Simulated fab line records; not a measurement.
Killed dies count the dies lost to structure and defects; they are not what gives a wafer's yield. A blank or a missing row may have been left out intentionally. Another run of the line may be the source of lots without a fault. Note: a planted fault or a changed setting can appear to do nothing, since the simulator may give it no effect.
One fault seen from 2 desks :: flow berkeley-cmos170 :: numbers are kept per desk, each desk with only its own; the story behind them comes last

== AT THE METROLOGY DESK ==
What the gauges read for every lot (on any tool): the sampled wafers with a number, averaged. The brackets show how far a lot's mean lies from the usual mean; more than 4 standard deviations puts the lot out of limits, marked OUT.
Columns: A = M1_AL_RS at UCB170_M1_RS_MEAS_01, usual 0.0485 ohm/sq; B = M1_AL_THK at UCB170_M1_THK_MEAS_02, usual 603 nm; C = cd-nm at UCB170_M1_CD_MEAS_09, usual 699.7 nm; D = M1_OVL at UCB170_M1_OVL_MEAS_10, usual 1 nm
lot: L967
first seen here: day 6 13:42
A: 0.0487
B: 598
C: 700.0
D: -5

lot: L970
first seen here: day 7 15:37
A: 0.0488
B: 600
C: 701.4
D: -9

lot: L983
first seen here: day 10 11:38
A: 0.0475
B: 611
C: 699.0
D: -4

lot: L984
first seen here: day 10 17:32
A: 0.0485
B: 603
C: 697.8
D: 8

lot: L985
first seen here: day 10 19:19
A: 0.0484
B: 608
C: 698.8
D: 6

lot: L988
first seen here: day 11 18:01
A: 0.0492
B: 602
C: 697.4
D: 4
Result from this desk: across the 6 lots, nothing is out of limits.

== TOOL OWNER'S DESK, rie-metal-04 ==
The tool's own readings at UCB170_M1_METAL_ETCH_12 (etches Al in Cl2/BCl3, stops on PSG, target depth 780 nm, time 130 s): means of the sampled wafers that have a number, for each lot that ran on this tool. The brackets show how far a lot's mean lies from the usual mean; more than 4 standard deviations puts the lot out of limits, marked OUT.
Columns: A = chamber-pressure-mTorr at UCB170_M1_METAL_ETCH_12, usual 11.999 mTorr; B = drypump-motor-current-A at UCB170_M1_METAL_ETCH_12, usual 5.8 A; C = oes-product-au at UCB170_M1_METAL_ETCH_12, usual 0.850 a.u.; D = throttle-valve-pct at UCB170_M1_METAL_ETCH_12, usual 24.5 %
lot: L967
first seen here: day 6 17:02
A: 12.001
B: 6.0
C: 0.839
D: 24.5

lot: L983
first seen here: day 10 13:14
A: 17.999 (+99 or more) OUT
B: 6.0
C: 0.859
D: 24.3

lot: L984
first seen here: day 10 19:03
A: 18.001 (+99 or more) OUT
B: 5.9
C: 0.852
D: 24.3
Finding of this desk: L983, L984 out of limits; the first was L983 at day 10 13:14, on chamber-pressure-mTorr at UCB170_M1_METAL_ETCH_12. In limits: L967.

== TAKEN TOGETHER ==
The tool owner's desk could have raised an alarm at day 10 13:14, on L983, L984.
At the metrology desk, nothing out of limits was observed.
The metrology desk has L983, L984 on record, within its limits.
Of the lots named, all ran UCB170_M1_METAL_ETCH_12 on rie-metal-04.

== WHAT THE SIMULATOR PUT IN ==
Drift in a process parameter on rie-metal-04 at UCB170_M1_METAL_ETCH_12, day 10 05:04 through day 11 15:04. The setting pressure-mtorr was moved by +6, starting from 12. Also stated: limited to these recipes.
Lots struck among those shown: L983, L984.
Delay in hours, fault start to first out-of-limits reading, by desk: the tool owner's desk at 8.
